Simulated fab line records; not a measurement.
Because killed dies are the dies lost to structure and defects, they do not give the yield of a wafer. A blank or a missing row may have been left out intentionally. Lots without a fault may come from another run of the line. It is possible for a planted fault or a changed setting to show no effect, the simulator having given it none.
Split-lot experiment || flow ritCmos || 23 wafers read from 5 lots, route of 202 steps

SPLIT DETAILS
At RIT_GATE_OXIDATION_05 (target thk 3 nm, ox time 270 s), the setting oxTimeS was moved away from the recipe's 270 s on 20 of the 23 wafers read, by -14.9% to +15.0%. All remaining wafers had this setting at the recipe value.

BETWEEN THE SPLIT AND THE READING: the file shows 1 step in between
- RIT_GATE_ANNEAL_06: time 600 s

THE READING
GATE_OXIDE_THK (nm), taken at RIT_GATE_THK_MEAS_07. Fault-free wafers of this fab line usually give 3.02 nm, standard deviation 0.053 nm.

{"wafer": "L079.1", "tool, chamber at the split": "-, -", "oxTimeS as run, s": 286.8, "against the recipe": "+6.2%", "GATE_OXIDE_THK, nm": 3.16, "against lot-mates on the recipe": "no lot-mate on the recipe"}
{"wafer": "L079.2", "tool, chamber at the split": "-, -", "oxTimeS as run, s": 286.8, "against the recipe": "+6.2%", "GATE_OXIDE_THK, nm": 3.21, "against lot-mates on the recipe": "no lot-mate on the recipe"}
{"wafer": "L079.3", "tool, chamber at the split": "-, -", "oxTimeS as run, s": 286.8, "against the recipe": "+6.2%", "GATE_OXIDE_THK, nm": 3.18, "against lot-mates on the recipe": "no lot-mate on the recipe"}
{"wafer": "L079.5", "tool, chamber at the split": "-, -", "oxTimeS as run, s": 286.8, "against the recipe": "+6.2%", "GATE_OXIDE_THK, nm": 3.20, "against lot-mates on the recipe": "no lot-mate on the recipe"}
{"wafer": "L079.6", "tool, chamber at the split": "-, -", "oxTimeS as run, s": 286.8, "against the recipe": "+6.2%", "GATE_OXIDE_THK, nm": 3.20, "against lot-mates on the recipe": "no lot-mate on the recipe"}
{"wafer": "L082.1", "tool, chamber at the split": "-, -", "oxTimeS as run, s": 259.6, "against the recipe": "-3.9%", "GATE_OXIDE_THK, nm": 2.97, "against lot-mates on the recipe": "no lot-mate on the recipe"}
{"wafer": "L082.3", "tool, chamber at the split": "-, -", "oxTimeS as run, s": 259.6, "against the recipe": "-3.9%", "GATE_OXIDE_THK, nm": 2.95, "against lot-mates on the recipe": "no lot-mate on the recipe"}
{"wafer": "L082.4", "tool, chamber at the split": "-, -", "oxTimeS as run, s": 259.6, "against the recipe": "-3.9%", "GATE_OXIDE_THK, nm": 2.93, "against lot-mates on the recipe": "no lot-mate on the recipe"}
{"wafer": "L082.5", "tool, chamber at the split": "-, -", "oxTimeS as run, s": 259.6, "against the recipe": "-3.9%", "GATE_OXIDE_THK, nm": 2.95, "against lot-mates on the recipe": "no lot-mate on the recipe"}
{"wafer": "L082.6", "tool, chamber at the split": "-, -", "oxTimeS as run, s": 259.6, "against the recipe": "-3.9%", "GATE_OXIDE_THK, nm": 2.82, "against lot-mates on the recipe": "no lot-mate on the recipe"}
{"wafer": "L083.1", "tool, chamber at the split": "-, -", "oxTimeS as run, s": 310.4, "against the recipe": "+15.0%", "GATE_OXIDE_THK, nm": 3.36, "against lot-mates on the recipe": "no lot-mate on the recipe"}
{"wafer": "L083.2", "tool, chamber at the split": "-, -", "oxTimeS as run, s": 310.4, "against the recipe": "+15.0%", "GATE_OXIDE_THK, nm": 3.44, "against lot-mates on the recipe": "no lot-mate on the recipe"}
{"wafer": "L083.3", "tool, chamber at the split": "-, -", "oxTimeS as run, s": 310.4, "against the recipe": "+15.0%", "GATE_OXIDE_THK, nm": 3.44, "against lot-mates on the recipe": "no lot-mate on the recipe"}
{"wafer": "L083.5", "tool, chamber at the split": "-, -", "oxTimeS as run, s": 310.4, "against the recipe": "+15.0%", "GATE_OXIDE_THK, nm": 3.36, "against lot-mates on the recipe": "no lot-mate on the recipe"}
{"wafer": "L083.6", "tool, chamber at the split": "-, -", "oxTimeS as run, s": 310.4, "against the recipe": "+15.0%", "GATE_OXIDE_THK, nm": 3.37, "against lot-mates on the recipe": "no lot-mate on the recipe"}
{"wafer": "L084.3", "tool, chamber at the split": "furnace-04, 0", "oxTimeS as run, s": 270, "against the recipe": "recipe", "GATE_OXIDE_THK, nm": 3.01, "against lot-mates on the recipe": "-"}
{"wafer": "L084.4", "tool, chamber at the split": "furnace-04, 0", "oxTimeS as run, s": 270, "against the recipe": "recipe", "GATE_OXIDE_THK, nm": 2.98, "against lot-mates on the recipe": "-"}
{"wafer": "L084.5", "tool, chamber at the split": "furnace-04, 0", "oxTimeS as run, s": 270, "against the recipe": "recipe", "GATE_OXIDE_THK, nm": 2.96, "against lot-mates on the recipe": "-"}
{"wafer": "L085.1", "tool, chamber at the split": "-, -", "oxTimeS as run, s": 229.9, "against the recipe": "-14.9%", "GATE_OXIDE_THK, nm": 2.60, "against lot-mates on the recipe": "no lot-mate on the recipe"}
{"wafer": "L085.2", "tool, chamber at the split": "-, -", "oxTimeS as run, s": 229.9, "against the recipe": "-14.9%", "GATE_OXIDE_THK, nm": 2.58, "against lot-mates on the recipe": "no lot-mate on the recipe"}
{"wafer": "L085.3", "tool, chamber at the split": "-, -", "oxTimeS as run, s": 229.9, "against the recipe": "-14.9%", "GATE_OXIDE_THK, nm": 2.65, "against lot-mates on the recipe": "no lot-mate on the recipe"}
{"wafer": "L085.4", "tool, chamber at the split": "-, -", "oxTimeS as run, s": 229.9, "against the recipe": "-14.9%", "GATE_OXIDE_THK, nm": 2.56, "against lot-mates on the recipe": "no lot-mate on the recipe"}
{"wafer": "L085.6", "tool, chamber at the split": "-, -", "oxTimeS as run, s": 229.9, "against the recipe": "-14.9%", "GATE_OXIDE_THK, nm": 2.62, "against lot-mates on the recipe": "no lot-mate on the recipe"}

FIT RESULTS
A straight line over all 23 wafers: GATE_OXIDE_THK changes by +0.0266 nm for each +1% of oxTimeS; r = +0.99; the points scatter about the line by 0.041 nm.
Too few moved wafers with a lot-mate on the recipe to fit a line net of each lot's own level.

THE WHOLE CHAIN: every reading that the file lists as answering this split, in the file's order
{"step": "RIT_GATE_OXIDATION_05", "what it does": "target thk 3 nm, ox time 270 s", "reading": "SiO2_of_GATE_OXIDATION_05.thkNm (the simulator's own value, which no gauge read)", "change (the file's fit)": "+0.0258 nm for each +1% of the setting", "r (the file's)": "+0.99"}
{"step": "RIT_GATE_THK_MEAS_07", "what it does": "", "reading": "GATE_OXIDE_THK", "change (the file's fit)": "+0.0266 for each +1% of the setting", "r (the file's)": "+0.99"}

THE FILE'S OWN FIT
GATE_OXIDE_THK changes by +0.0266 nm for each +1% of oxTimeS, r = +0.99.
